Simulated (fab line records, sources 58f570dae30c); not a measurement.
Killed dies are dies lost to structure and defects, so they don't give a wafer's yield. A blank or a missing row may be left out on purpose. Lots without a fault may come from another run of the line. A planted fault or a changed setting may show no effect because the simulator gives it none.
Problem report in the 8D (eight disciplines) form, filled by code | flow berkeley_cmos170 | the parts of the form that need people (team, actions taken, sign-off) are left out

1. THE PROBLEM
run_length_s at UCB170_FIELD_WET_ETCH_05 reads a mean of 20190 s on 6 wafers of 2 lots; wafers without a fault read 12628 s with a standard deviation of 3.9. That is +99 or more standard deviations from the usual mean.
The step: etches Si3N4 in H3PO4, time 12600 s.
First seen on wafer L319.1, day 8 09:28, on wet_bench-03. The record holds 18 wafers of 6 lots with a number at this step. Rule for "out", or "out of limits": more than 4 standard deviations from the usual mean. The other wafers with a number count as sound.

2. WHAT IT IS AND WHAT IT IS NOT
question                    | is                     | is not
which readings at this step | run_length_s           | -
which lots                  | L319, L324             | L301, L308, L315, L316
which wafers of those lots  | all that have a number | -
read on which tools         | wet_bench-03           | wet_bench-01, wet_bench-02
when                        | from day 8 09:28       | up to then (12 sound wafers)

3. SUSPECTS, AND WHAT RULES EACH OUT
Counting: a tool at a process step up to the reading stays a suspect if it ran every lot that is out and no sound lot after the first of them.
- wet_bench-03 at UCB170_FIELD_WET_ETCH_05 (etches Si3N4 in H3PO4, time 12600 s): kept. It ran every lot that is out, first L319 (day 8 09:28), and no sound lot after that; its last sound lot up to then is L316 (day 8 01:37). Its own readings are out on those wafers: run_length_s.
Left after counting: wet_bench-03 at UCB170_FIELD_WET_ETCH_05.

4. THE CAUSE (what the simulator had put in)
Process parameter drift: wet_bench-03, from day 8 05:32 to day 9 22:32, at UCB170_FIELD_WET_ETCH_05. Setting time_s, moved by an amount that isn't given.
Counting left only this tool.

5. THE CHAIN OF EFFECTS, in route order
Each row: a reading whose mean over the struck wafers that have a number lies more than 3 standard deviations from the usual. Only readings for which the record gives a usual standard deviation are gone through. hours: the time from each lot's start at the first step in this table that gives one to its start at this step, as a median over the lots. sigmas: the change in usual standard deviations.
hours | step                     | reading      | usual   | on struck wafers | change | sigmas
0     | UCB170_FIELD_WET_ETCH_05 | run_length_s | 12628 s | 20190            | +7562  | +99 or more
The process steps in it:
- UCB170_FIELD_WET_ETCH_05: etches Si3N4 in H3PO4, time 12600 s.
Later measuring or inspecting steps at which every struck wafer that the step has a row for has a number for every such reading, and none has moved that far: UCB170_FIELD_THK_MEAS_90.

6. WHAT WOULD HAVE CAUGHT IT SOONER
In this record the first reading out of limits was taken at day 8 09:28, 4 hours after the fault began at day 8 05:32.
